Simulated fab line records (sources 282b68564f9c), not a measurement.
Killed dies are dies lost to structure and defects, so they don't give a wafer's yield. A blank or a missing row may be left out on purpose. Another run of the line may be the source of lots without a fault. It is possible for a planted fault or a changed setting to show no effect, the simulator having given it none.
Commonality check across tools ; flow rit_cmos ; Sampled: 14 lots, 42 wafers

REASON IT WAS OPENED
Of 14 lots, 3 have the reading GATE_OXIDE_THK flagged at RIT_GATE_THK_MEAS_07. Wafers without a fault read 3.01 nm, standard deviation 0.066.
Rule: a lot is flagged in two cases, either no wafer of it has a number, or all its wafers with numbers fall more than 4 standard deviations from that mean. The other lots count as sound.

lot;measured;on;GATE_OXIDE_THK (nm), wafer by wafer;flag
L672;day 2 17:40;film_metro-03;3.02 3.10 3.05;
L673;day 2 19:55;film_metro-04;2.97 3.03 3.05;
L674;day 2 21:11;film_metro-04;3.09 3.06 2.98;
L675;day 3 06:37;film_metro-01;3.01 3.08 3.08;
L676;day 3 12:07;film_metro-04;2.96 3.00 2.97;
L677;day 3 17:27;film_metro-01;2.93 2.94 2.86;
L678;day 3 19:38;film_metro-03;3.02 3.02 3.03;
L679;day 4 01:55;film_metro-03;3.05 2.99 3.02;
L680;day 4 05:09;film_metro-03;2.91 2.95 2.92;
L687;day 5 17:50;film_metro-04;4.68 4.67 4.67;FLAGGED
L688;day 5 19:38;film_metro-04;4.73 4.71 4.73;FLAGGED
L692;day 6 16:07;film_metro-04;4.70 4.61 4.60;FLAGGED
L693;day 6 23:03;film_metro-03;3.04 2.99 2.94;
L695;day 7 07:20;film_metro-03;3.05 3.07 3.11;
Average over the flagged lots: 4.68 nm; offset from the usual +1.67 nm, equal to +25 standard deviations.

EACH LOT AND THE TOOL IT RAN ON
The record holds 1 process step before the reading, out of a route of 202 steps. Every cell lists first the tool, next ch and the chambers used by the sampled wafers, and last the start.
lot;flag;RIT_NRETRO_STRIP_09
L672;;plasma_asher-01 ch 0,1, day 2 08:47
L673;;plasma_asher-02 ch 0,1, day 2 16:10
L674;;plasma_asher-03 ch 0,1, day 2 17:34
L675;;plasma_asher-03 ch 0,1, day 3 02:44
L676;;plasma_asher-03 ch 0,1, day 3 07:37
L677;;plasma_asher-03 ch 0,1, day 3 13:19
L678;;plasma_asher-01 ch 0, day 3 13:26
L679;;plasma_asher-01 ch 0,1, day 3 18:53
L680;;plasma_asher-01 ch 0,1, day 4 00:34
L687;FLAGGED;plasma_asher-02 ch 0,1, day 5 11:40
L688;FLAGGED;plasma_asher-01 ch 0,1, day 5 15:54
L692;FLAGGED;plasma_asher-02 ch 1, day 6 11:10
L693;;plasma_asher-01 ch 0, day 6 16:47
L695;;plasma_asher-01 ch 0,1, day 7 03:20
What these steps do:
- RIT_NRETRO_STRIP_09: strips in O2, time 180 s.
- RIT_GATE_THK_MEAS_07

FLAGGED AGAINST TOTAL, ONE TOOL AT A TIME (gauges that did the reading follow at the end)
step;tool;lots run;flagged;share of the flagged lots;sound lots run after its first flagged lot
RIT_NRETRO_STRIP_09;plasma_asher-01;7;1;some;2 (L693,L695)
RIT_NRETRO_STRIP_09;plasma_asher-02;3;2;some;0
RIT_NRETRO_STRIP_09;plasma_asher-03;4;0;none;-
RIT_GATE_THK_MEAS_07;film_metro-01;2;0;none;-
RIT_GATE_THK_MEAS_07;film_metro-03;6;0;none;-
RIT_GATE_THK_MEAS_07;film_metro-04;6;3;all;0

WHAT THE TABLE ALLOWS
All flagged lots share 1 row of the table, namely film_metro-04 at RIT_GATE_THK_MEAS_07.
- film_metro-04 at RIT_GATE_THK_MEAS_07 ran 6 lots, 3 of them flagged. It ran its last sound lot, L676, at day 3 12:07 and its first flagged lot, L687, at day 5 17:50: a fault with its onset between the two fits.
film_metro-04 at RIT_GATE_THK_MEAS_07 is the single tool remaining.

WHAT THE SIMULATOR HAD INSERTED
Metrology matching offset: film_metro-04, from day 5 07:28 on, at RIT_GATE_THK_MEAS_07. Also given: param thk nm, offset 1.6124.
Struck lots among those shown: L687, L688, L692. The rule given above showed the same thing.
